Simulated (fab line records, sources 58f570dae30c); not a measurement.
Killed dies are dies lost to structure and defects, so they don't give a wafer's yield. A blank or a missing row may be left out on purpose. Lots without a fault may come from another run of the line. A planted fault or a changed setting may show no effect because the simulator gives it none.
Which tool did it? | flow berkeley_cmos170 | 15 lots, 45 wafers sampled, at 3 steps of a route of 331

WHAT THE GAUGES READ, wafer by wafer
UCB170_GATE_OVL_MEAS_13.
lot  | measured     | on         | GATE_OVL (nm)
L904 | day 7 12:08  | overlay-01 | 5 3 4
L903 | day 7 11:51  | overlay-01 | 0 -5 -5
L907 | day 8 02:00  | overlay-02 | -6 -13 -15
L905 | day 8 02:30  | overlay-02 | 0 -5 -9
L906 | day 8 02:14  | overlay-02 | 7 9 2
L912 | day 8 18:24  | overlay-02 | -1 -2 3
L913 | day 9 13:51  | overlay-01 | 6 4 4
L915 | day 9 13:41  | overlay-02 | 6 6 5
L914 | day 9 13:58  | overlay-02 | 5 6 6
L917 | day 9 23:26  | overlay-01 | -7 -6 -6
L918 | day 10 06:37 | overlay-01 | -2 2 -2
L920 | day 10 07:44 | overlay-01 | 0 -7 -10
L924 | day 10 22:50 | overlay-02 | -8 0 -7
L923 | day 10 22:31 | overlay-02 | -4 -4 2
L926 | day 11 14:29 | overlay-01 | -8 -5 -10

WHICH TOOL RAN EACH LOT (tool, then ch and the chambers of the sampled wafers, then the start)
lot  | UCB170_PVT_COAT_01                | UCB170_PVT_STRIP_08
L904 | litho_track-03 ch 0, day 6 14:02  | plasma_asher-04 ch 0,1, day 6 14:54
L903 | litho_track-02 ch 0, day 6 14:05  | plasma_asher-04 ch 1, day 6 15:06
L907 | litho_track-03 ch 0, day 7 12:09  | plasma_asher-03 ch 0,1, day 7 14:16
L905 | litho_track-02 ch 0, day 7 12:19  | plasma_asher-04 ch 0,1, day 7 14:29
L906 | litho_track-03 ch 0, day 7 12:36  | plasma_asher-03 ch 0,1, day 7 14:46
L912 | litho_track-03 ch 0, day 8 05:04  | plasma_asher-03 ch 0,1, day 8 06:03
L913 | litho_track-02 ch 0, day 9 01:59  | plasma_asher-03 ch 0,1, day 9 03:47
L915 | litho_track-03 ch 0, day 9 02:05  | plasma_asher-03 ch 0,1, day 9 04:01
L914 | litho_track-03 ch 0, day 9 02:34  | plasma_asher-02 ch 0,1, day 9 04:05
L917 | litho_track-02 ch 0, day 9 08:11  | plasma_asher-04 ch 0,1, day 9 09:18
L918 | litho_track-03 ch 0, day 9 17:13  | plasma_asher-02 ch 0,1, day 9 18:58
L920 | litho_track-03 ch 0, day 9 17:41  | plasma_asher-03 ch 0,1, day 9 19:25
L924 | litho_track-03 ch 0, day 10 09:41 | plasma_asher-04 ch 0,1, day 10 10:52
L923 | litho_track-02 ch 0, day 10 09:52 | plasma_asher-03 ch 0,1, day 10 10:54
L926 | litho_track-02 ch 0, day 10 23:49 | plasma_asher-03 ch 0,1, day 11 01:16
- UCB170_PVT_COAT_01: resist thk 900 nm.
- UCB170_PVT_STRIP_08: strips in O2.

WHAT THE TOOLS THEMSELVES READ (means of the sampled wafers that have a number; where no wafer has one, the mark that the record gives instead)
UCB170_PVT_COAT_01.
lot  | tool           | spin_speed_rpm (rpm)
L904 | litho_track-03 | 1499.5
L903 | litho_track-02 | 1498.9
L907 | litho_track-03 | 1499.7
L905 | litho_track-02 | 1500.9
L906 | litho_track-03 | 1500.2
L912 | litho_track-03 | 1499.6
L913 | litho_track-02 | 1499.7
L915 | litho_track-03 | 1500.5
L914 | litho_track-03 | 1501.0
L917 | litho_track-02 | 1501.0
L918 | litho_track-03 | 1450.5
L920 | litho_track-03 | 1450.2
L924 | litho_track-03 | 1451.4
L923 | litho_track-02 | 1500.8
L926 | litho_track-02 | 1501.7

UCB170_PVT_STRIP_08.
lot  | tool            | drypump_motor_current_A (A) | oes_product_au (a.u.) | strip_time_to_endpoint_s (s)
L904 | plasma_asher-04 | 5.5                         | 0.736                 | 21.66
L903 | plasma_asher-04 | 5.5                         | 0.739                 | 21.50
L907 | plasma_asher-03 | 5.7                         | 0.734                 | 21.57
L905 | plasma_asher-04 | 5.5                         | 0.732                 | 21.57
L906 | plasma_asher-03 | 5.8                         | 0.736                 | 21.57
L912 | plasma_asher-03 | 5.8                         | 0.736                 | 21.63
L913 | plasma_asher-03 | 5.8                         | 0.737                 | 21.60
L915 | plasma_asher-03 | 5.7                         | 0.734                 | 21.57
L914 | plasma_asher-02 | 5.3                         | 0.733                 | 21.67
L917 | plasma_asher-04 | 5.4                         | 0.733                 | 21.62
L918 | plasma_asher-02 | 5.3                         | 0.735                 | 22.06
L920 | plasma_asher-03 | 5.8                         | 0.736                 | 21.97
L924 | plasma_asher-04 | 5.5                         | 0.737                 | 21.96
L923 | plasma_asher-03 | 5.8                         | 0.736                 | 21.65
L926 | plasma_asher-03 | 5.7                         | 0.737                 | 21.70

THE ANSWER, worked out from the rows above alone
Rule: what is usual is taken from the lots themselves. Put in order of their means at a reading, lots are off if they are a third of the lots or fewer, leave a main group of 4 or more, and stand apart from it by a gap of 3 or more times the standard deviation of the main group's means; of several such gaps the widest counts. A main group whose means are all the same, to the digits that the tables above print for the reading, isn't used. A lot without any number at a reading at which 4 lots or more have one is off too. The other lots that the step has rows for count as sound. The gauges are gone through in route order, then the tools' own readings, and for those a lot's mean is taken as printed above. The first step at which some lot is off is used, and at that step the reading that is off furthest; a lot without a number counts as furthest.
Off: L918, L920, L924, at UCB170_PVT_COAT_01 (spin_speed_rpm). The main group: mean 1500.3 rpm, standard deviation 0.79.
A tool fits if, at that step or a process step before it, it ran every lot that is off, and no sound lot after the first of them. One fits: litho_track-03 at UCB170_PVT_COAT_01. Its last sound lot is L914 (day 9 02:34), its first lot that is off L918 (day 9 17:13): a fault that began between those two fits.
The tool's own readings at UCB170_PVT_COAT_01 bear it out: on the lots that are off they differ by more than 5 times the standard deviation of the sound lots' means. spin_speed_rpm reads 1450.7 rpm there against 1500.3 rpm on the sound lots.

WHAT THE SIMULATOR HAD PUT IN
Process parameter drift: litho_track-03, from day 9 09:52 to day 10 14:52, at UCB170_PVT_COAT_01. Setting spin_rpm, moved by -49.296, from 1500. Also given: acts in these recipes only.
Lots struck among those shown: L918, L920, L924. The rule above found the same.
